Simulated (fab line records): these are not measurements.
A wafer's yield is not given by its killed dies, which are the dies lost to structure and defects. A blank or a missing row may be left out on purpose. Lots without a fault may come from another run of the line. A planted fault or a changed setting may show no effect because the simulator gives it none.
fab line records || flow berkeleyCmos170
record {"lots": 15, "wafers": 45, "lastDay": 12}
route steps=331 shown NWELL@28
lots untouched by any fault: they come from a run of this same line in which no faults occurred
startH: hours from the record's opening day to when the first of the lot's shown wafers began || waitH: time in hours since the lot's previous step || " identical to the entry in the row above || L1.1+2: one row covering several wafers at once || - no value present, or no start provided || * or withheld: withheld || < > ~ a bound
route shown NAME@n: NAME is a module with steps in the file, n the number in the route of the first one || usual: mean and standard deviation over wafers with no fault || same: alike in all rows || chamber/n: place in a boat || sites: readings site by site || _std_site: the values' standard deviation || _edge_site: inner sites' mean taken away from outer sites' mean || radiusMm: how far each site lies from the wafer's centre || mask NAME#n: copy n || behind: the most recent tool/chamber to have shaped the wafer || hold: the reason the lot was held/the length of the hold in hours/how it ended || device: which transistor (n, p or np) failed to switch || end of line: the same wafers' tests at the end of the route || a step with no rows: only its recipe || killed: at the first sort, the dies lost to defects and structure; wafer yield is something else || map: shows each die of a wafer: x if killed, . if not, _ if none is there
set.NAME: the setting as run; set.NAME@STEP: as run at that earlier step || model.NAME: the simulator's own value behind a step, which no gauge read
a sample of lots followed through the steps of the route, with each step as a table and each wafer as a row
services: the hour from which a tool's chamber was out of use, counted from the record's first day as startH (under 0 if before that day), plus the number of hours and why
## steps
# step UCB170_NWELL_IMPLANT_14
# recipe {"species": "P", "doseCm2": 1e+13, "energyKev": 150, "tiltDeg": 7}
# usual {"endStationPressureTorr": "5.03e-06/2.7e-07"}
{"lot.wafer": "L270.1", "tool": "implanter-02", "chamber": 0, "startH": 47.63, "waitH": 0.1, "endStationPressureTorr": 5.33e-06}
{"lot.wafer": "L270.2", "tool": "implanter-02", "chamber": 0, "startH": 47.63, "waitH": 0.1, "endStationPressureTorr": 4.27e-06}
{"lot.wafer": "L270.3", "tool": "implanter-02", "chamber": 0, "startH": 47.63, "waitH": 0.1, "endStationPressureTorr": 4.91e-06}
{"lot.wafer": "L269.1", "tool": "implanter-03", "chamber": 0, "startH": 48.26, "waitH": 0.1, "endStationPressureTorr": 5.13e-06}
{"lot.wafer": "L269.4", "tool": "implanter-03", "chamber": 0, "startH": 48.26, "waitH": 0.1, "endStationPressureTorr": 5.16e-06}
{"lot.wafer": "L269.6", "tool": "implanter-03", "chamber": 0, "startH": 48.26, "waitH": 0.1, "endStationPressureTorr": 5e-06}
{"lot.wafer": "L271.1", "tool": "implanter-04", "chamber": 0, "startH": 58.69, "waitH": 0.1, "endStationPressureTorr": 5.06e-06}
{"lot.wafer": "L271.4", "tool": "implanter-04", "chamber": 0, "startH": 58.69, "waitH": 0.1, "endStationPressureTorr": 4.83e-06}
{"lot.wafer": "L271.6", "tool": "implanter-04", "chamber": 0, "startH": 58.69, "waitH": 0.1, "endStationPressureTorr": 4.84e-06}
{"lot.wafer": "L272.2", "tool": "implanter-04", "chamber": 0, "startH": 68.40, "waitH": 0.1, "endStationPressureTorr": 5e-06}
{"lot.wafer": "L272.3", "tool": "implanter-04", "chamber": 0, "startH": 68.40, "waitH": 0.1, "endStationPressureTorr": 5.01e-06}
{"lot.wafer": "L272.5", "tool": "implanter-04", "chamber": 0, "startH": 68.40, "waitH": 0.1, "endStationPressureTorr": 5.2e-06}
{"lot.wafer": "L272.2", "tool": "implanter-04", "chamber": 0, "startH": 68.71, "waitH": 0.3, "endStationPressureTorr": 5.13e-06}
{"lot.wafer": "L272.3", "tool": "implanter-04", "chamber": 0, "startH": 68.71, "waitH": 0.3, "endStationPressureTorr": 5.17e-06}
{"lot.wafer": "L272.5", "tool": "implanter-04", "chamber": 0, "startH": 68.71, "waitH": 0.3, "endStationPressureTorr": 5.2e-06}
{"lot.wafer": "L273.2", "tool": "implanter-03", "chamber": 0, "startH": 68.63, "waitH": 0.1, "endStationPressureTorr": 5.47e-06}
{"lot.wafer": "L273.4", "tool": "implanter-03", "chamber": 0, "startH": 68.63, "waitH": 0.1, "endStationPressureTorr": 4.78e-06}
{"lot.wafer": "L273.6", "tool": "implanter-03", "chamber": 0, "startH": 68.63, "waitH": 0.1, "endStationPressureTorr": 5.29e-06}
{"lot.wafer": "L275.1", "tool": "implanter-02", "chamber": 0, "startH": 79.86, "waitH": 0.1, "endStationPressureTorr": 4.86e-06}
{"lot.wafer": "L275.2", "tool": "implanter-02", "chamber": 0, "startH": 79.86, "waitH": 0.1, "endStationPressureTorr": 5.04e-06}
{"lot.wafer": "L275.5", "tool": "implanter-02", "chamber": 0, "startH": 79.86, "waitH": 0.1, "endStationPressureTorr": 4.86e-06}
{"lot.wafer": "L275.1", "tool": "implanter-02", "chamber": 0, "startH": 80.18, "waitH": 0.3, "endStationPressureTorr": 5.03e-06}
{"lot.wafer": "L275.2", "tool": "implanter-02", "chamber": 0, "startH": 80.18, "waitH": 0.3, "endStationPressureTorr": 4.69e-06}
{"lot.wafer": "L275.5", "tool": "implanter-02", "chamber": 0, "startH": 80.18, "waitH": 0.3, "endStationPressureTorr": 4.66e-06}
{"lot.wafer": "L277.2", "tool": "implanter-04", "chamber": 0, "startH": 86.99, "waitH": 0.1, "endStationPressureTorr": 4.91e-06}
{"lot.wafer": "L277.3", "tool": "implanter-04", "chamber": 0, "startH": 86.99, "waitH": 0.1, "endStationPressureTorr": 5.18e-06}
{"lot.wafer": "L277.4", "tool": "implanter-04", "chamber": 0, "startH": 86.99, "waitH": 0.1, "endStationPressureTorr": 4.89e-06}
{"lot.wafer": "L280.1", "tool": "implanter-02", "chamber": 0, "startH": 102.19, "waitH": 0.1, "endStationPressureTorr": 4.82e-06}
{"lot.wafer": "L280.2", "tool": "implanter-02", "chamber": 0, "startH": 102.19, "waitH": 0.1, "endStationPressureTorr": 5.18e-06}
{"lot.wafer": "L280.6", "tool": "implanter-02", "chamber": 0, "startH": 102.19, "waitH": 0.1, "endStationPressureTorr": 5.13e-06}
{"lot.wafer": "L280.1", "tool": "implanter-02", "chamber": 0, "startH": 102.51, "waitH": 0.3, "endStationPressureTorr": 4.57e-06}
{"lot.wafer": "L280.2", "tool": "implanter-02", "chamber": 0, "startH": 102.51, "waitH": 0.3, "endStationPressureTorr": 4.84e-06}
{"lot.wafer": "L280.6", "tool": "implanter-02", "chamber": 0, "startH": 102.51, "waitH": 0.3, "endStationPressureTorr": 5.02e-06}
{"lot.wafer": "L282.3", "tool": "implanter-04", "chamber": 0, "startH": 113.09, "waitH": 0.1, "endStationPressureTorr": 5.41e-06}
{"lot.wafer": "L282.4", "tool": "implanter-04", "chamber": 0, "startH": 113.09, "waitH": 0.1, "endStationPressureTorr": 5.33e-06}
{"lot.wafer": "L282.5", "tool": "implanter-04", "chamber": 0, "startH": 113.09, "waitH": 0.1, "endStationPressureTorr": 5.17e-06}
{"lot.wafer": "L283.2", "tool": "implanter-02", "chamber": 0, "startH": 113.36, "waitH": 0.1, "endStationPressureTorr": 4.92e-06}
{"lot.wafer": "L283.4", "tool": "implanter-02", "chamber": 0, "startH": 113.36, "waitH": 0.1, "endStationPressureTorr": 5.06e-06}
{"lot.wafer": "L283.5", "tool": "implanter-02", "chamber": 0, "startH": 113.36, "waitH": 0.1, "endStationPressureTorr": 4.68e-06}
{"lot.wafer": "L284.1", "tool": "implanter-03", "chamber": 0, "startH": 127.68, "waitH": 0.1, "endStationPressureTorr": 4.94e-06}
{"lot.wafer": "L284.3", "tool": "implanter-03", "chamber": 0, "startH": 127.68, "waitH": 0.1, "endStationPressureTorr": 5.3e-06}
{"lot.wafer": "L284.4", "tool": "implanter-03", "chamber": 0, "startH": 127.68, "waitH": 0.1, "endStationPressureTorr": 4.78e-06}
{"lot.wafer": "L285.3", "tool": "implanter-02", "chamber": 0, "startH": 127.99, "waitH": 0.1, "endStationPressureTorr": 5.45e-06}
{"lot.wafer": "L285.4", "tool": "implanter-02", "chamber": 0, "startH": 127.99, "waitH": 0.1, "endStationPressureTorr": 5.12e-06}
{"lot.wafer": "L285.6", "tool": "implanter-02", "chamber": 0, "startH": 127.99, "waitH": 0.1, "endStationPressureTorr": 4.99e-06}
{"lot.wafer": "L287.1", "tool": "implanter-02", "chamber": 0, "startH": 140.84, "waitH": 0.1, "endStationPressureTorr": 4.81e-06}
{"lot.wafer": "L287.2", "tool": "implanter-02", "chamber": 0, "startH": 140.84, "waitH": 0.1, "endStationPressureTorr": 4.77e-06}
{"lot.wafer": "L287.5", "tool": "implanter-02", "chamber": 0, "startH": 140.84, "waitH": 0.1, "endStationPressureTorr": 4.8e-06}
{"lot.wafer": "L288.1", "tool": "implanter-04", "chamber": 0, "startH": 141.12, "waitH": 0.1, "endStationPressureTorr": 5e-06}
{"lot.wafer": "L288.2", "tool": "implanter-04", "chamber": 0, "startH": 141.12, "waitH": 0.1, "endStationPressureTorr": 4.68e-06}
{"lot.wafer": "L288.3", "tool": "implanter-04", "chamber": 0, "startH": 141.12, "waitH": 0.1, "endStationPressureTorr": 4.83e-06}
{"lot.wafer": "L290.1", "tool": "implanter-02", "chamber": 0, "startH": 151.95, "waitH": 0.1, "endStationPressureTorr": 5.19e-06}
{"lot.wafer": "L290.2", "tool": "implanter-02", "chamber": 0, "startH": 151.95, "waitH": 0.1, "endStationPressureTorr": 5.13e-06}
{"lot.wafer": "L290.6", "tool": "implanter-02", "chamber": 0, "startH": 151.95, "waitH": 0.1, "endStationPressureTorr": 4.63e-06}
# step UCB170_NWELL_TW_MEAS_16
# usual {"NWELL_TW": "1245/12"}
{"lot.wafer": "L270.1", "tool": "filmMetro-02", "chamber": "-", "startH": 47.88, "waitH": 0.1, "NWELL_TW": 1242}
{"lot.wafer": "L270.2", "tool": "filmMetro-02", "chamber": "-", "startH": 47.88, "waitH": 0.1, "NWELL_TW": 1244}
{"lot.wafer": "L270.3", "tool": "filmMetro-02", "chamber": "-", "startH": 47.88, "waitH": 0.1, "NWELL_TW": 1247}
{"lot.wafer": "L269.1", "tool": "filmMetro-02", "chamber": "-", "startH": 48.51, "waitH": 0.1, "NWELL_TW": 1252}
{"lot.wafer": "L269.4", "tool": "filmMetro-02", "chamber": "-", "startH": 48.51, "waitH": 0.1, "NWELL_TW": 1242}
{"lot.wafer": "L269.6", "tool": "filmMetro-02", "chamber": "-", "startH": 48.51, "waitH": 0.1, "NWELL_TW": 1240}
{"lot.wafer": "L271.1", "tool": "filmMetro-04", "chamber": "-", "startH": 58.94, "waitH": 0.1, "NWELL_TW": 1256}
{"lot.wafer": "L271.4", "tool": "filmMetro-04", "chamber": "-", "startH": 58.94, "waitH": 0.1, "NWELL_TW": 1262}
{"lot.wafer": "L271.6", "tool": "filmMetro-04", "chamber": "-", "startH": 58.94, "waitH": 0.1, "NWELL_TW": 1260}
{"lot.wafer": "L273.2", "tool": "filmMetro-04", "chamber": "-", "startH": 68.86, "waitH": 0.1, "NWELL_TW": 1264}
{"lot.wafer": "L273.4", "tool": "filmMetro-04", "chamber": "-", "startH": 68.86, "waitH": 0.1, "NWELL_TW": 1261}
{"lot.wafer": "L273.6", "tool": "filmMetro-04", "chamber": "-", "startH": 68.86, "waitH": 0.1, "NWELL_TW": 1261}
{"lot.wafer": "L272.2", "tool": "filmMetro-02", "chamber": "-", "startH": 69.12, "waitH": 0.1, "NWELL_TW": 1558}
{"lot.wafer": "L272.3", "tool": "filmMetro-02", "chamber": "-", "startH": 69.12, "waitH": 0.1, "NWELL_TW": 1558}
{"lot.wafer": "L272.5", "tool": "filmMetro-02", "chamber": "-", "startH": 69.12, "waitH": 0.1, "NWELL_TW": 1555}
{"lot.wafer": "L275.1", "tool": "filmMetro-04", "chamber": "-", "startH": 80.43, "waitH": 0.1, "NWELL_TW": 1564}
{"lot.wafer": "L275.2", "tool": "filmMetro-04", "chamber": "-", "startH": 80.43, "waitH": 0.1, "NWELL_TW": 1580}
{"lot.wafer": "L275.5", "tool": "filmMetro-04", "chamber": "-", "startH": 80.43, "waitH": 0.1, "NWELL_TW": 1571}
{"lot.wafer": "L277.2", "tool": "filmMetro-03", "chamber": "-", "startH": 87.22, "waitH": 0.1, "NWELL_TW": 1232}
{"lot.wafer": "L277.3", "tool": "filmMetro-03", "chamber": "-", "startH": 87.22, "waitH": 0.1, "NWELL_TW": 1230}
{"lot.wafer": "L277.4", "tool": "filmMetro-03", "chamber": "-", "startH": 87.22, "waitH": 0.1, "NWELL_TW": 1231}
{"lot.wafer": "L280.1", "tool": "filmMetro-03", "chamber": "-", "startH": 102.76, "waitH": 0.1, "NWELL_TW": 1528}
{"lot.wafer": "L280.2", "tool": "filmMetro-03", "chamber": "-", "startH": 102.76, "waitH": 0.1, "NWELL_TW": 1535}
{"lot.wafer": "L280.6", "tool": "filmMetro-03", "chamber": "-", "startH": 102.76, "waitH": 0.1, "NWELL_TW": 1531}
{"lot.wafer": "L282.3", "tool": "filmMetro-02", "chamber": "-", "startH": 113.31, "waitH": 0.1, "NWELL_TW": 1242}
{"lot.wafer": "L282.4", "tool": "filmMetro-02", "chamber": "-", "startH": 113.31, "waitH": 0.1, "NWELL_TW": 1250}
{"lot.wafer": "L282.5", "tool": "filmMetro-02", "chamber": "-", "startH": 113.31, "waitH": 0.1, "NWELL_TW": 1240}
{"lot.wafer": "L283.2", "tool": "filmMetro-02", "chamber": "-", "startH": 113.60, "waitH": 0.1, "NWELL_TW": 1252}
{"lot.wafer": "L283.4", "tool": "filmMetro-02", "chamber": "-", "startH": 113.60, "waitH": 0.1, "NWELL_TW": 1243}
{"lot.wafer": "L283.5", "tool": "filmMetro-02", "chamber": "-", "startH": 113.60, "waitH": 0.1, "NWELL_TW": 1241}
{"lot.wafer": "L284.1", "tool": "filmMetro-03", "chamber": "-", "startH": 127.93, "waitH": 0.1, "NWELL_TW": 1225}
{"lot.wafer": "L284.3", "tool": "filmMetro-03", "chamber": "-", "startH": 127.93, "waitH": 0.1, "NWELL_TW": 1227}
{"lot.wafer": "L284.4", "tool": "filmMetro-03", "chamber": "-", "startH": 127.93, "waitH": 0.1, "NWELL_TW": 1223}
{"lot.wafer": "L285.3", "tool": "filmMetro-03", "chamber": "-", "startH": 128.21, "waitH": 0.1, "NWELL_TW": 1221}
{"lot.wafer": "L285.4", "tool": "filmMetro-03", "chamber": "-", "startH": 128.21, "waitH": 0.1, "NWELL_TW": 1220}
{"lot.wafer": "L285.6", "tool": "filmMetro-03", "chamber": "-", "startH": 128.21, "waitH": 0.1, "NWELL_TW": 1221}
{"lot.wafer": "L287.1", "tool": "filmMetro-02", "chamber": "-", "startH": 141.09, "waitH": 0.1, "NWELL_TW": 1242}
{"lot.wafer": "L287.2", "tool": "filmMetro-02", "chamber": "-", "startH": 141.09, "waitH": 0.1, "NWELL_TW": 1250}
{"lot.wafer": "L287.5", "tool": "filmMetro-02", "chamber": "-", "startH": 141.09, "waitH": 0.1, "NWELL_TW": 1245}
{"lot.wafer": "L288.1", "tool": "filmMetro-04", "chamber": "-", "startH": 141.37, "waitH": 0.1, "NWELL_TW": 1260}
{"lot.wafer": "L288.2", "tool": "filmMetro-04", "chamber": "-", "startH": 141.37, "waitH": 0.1, "NWELL_TW": 1252}
{"lot.wafer": "L288.3", "tool": "filmMetro-04", "chamber": "-", "startH": 141.37, "waitH": 0.1, "NWELL_TW": 1258}
{"lot.wafer": "L290.1", "tool": "filmMetro-03", "chamber": "-", "startH": 152.20, "waitH": 0.1, "NWELL_TW": 1230}
{"lot.wafer": "L290.2", "tool": "filmMetro-03", "chamber": "-", "startH": 152.20, "waitH": 0.1, "NWELL_TW": 1229}
{"lot.wafer": "L290.6", "tool": "filmMetro-03", "chamber": "-", "startH": 152.20, "waitH": 0.1, "NWELL_TW": 1223}
## services
{"tool": "implanter-04", "chamber": "-", "startH": 65.68, "hours": 2.6, "kind": "repair"}
{"tool": "implanter-02", "chamber": "-", "startH": 85.07, "hours": 2.6, "kind": "repair"}
{"tool": "implanter-04", "chamber": "-", "startH": 100.73, "hours": 1.5, "kind": "repair"}
{"tool": "implanter-04", "chamber": "-", "startH": 127.64, "hours": 1.2, "kind": "repair"}
{"tool": "implanter-03", "chamber": "-", "startH": 150.17, "hours": 3.8, "kind": "repair"}
## key
firstSign {"step": "UCB170_NWELL_IMPLANT_14", "reading": "visit", "direction": "added"}
effect {"step": "UCB170_NWELL_TW_MEAS_16", "reading": "NWELL_TW", "direction": "up", "sigmas": 25, "usual": 1245, "struck": 1553}
metAt UCB170_NWELL_IMPLANT_14
struckLots L272,L275,L280
testerLeftOut L272,L275,L280
fault {"kind": "repeatedStepWhole", "tool": "implanter-02,implanter-03,implanter-04", "chamber": "-", "onsetH": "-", "steps": "UCB170_NWELL_IMPLANT_14", "times": 1, "scope": "struckLotsOnly"}
# testerLeftOut: of these lots the tester's yield and bins aren't shown, on N5 and GAA mostly nor the transistor test; their killed dies are dies lost to structure and defects alone, not to doping, threshold or leakage, so they don't give the yield
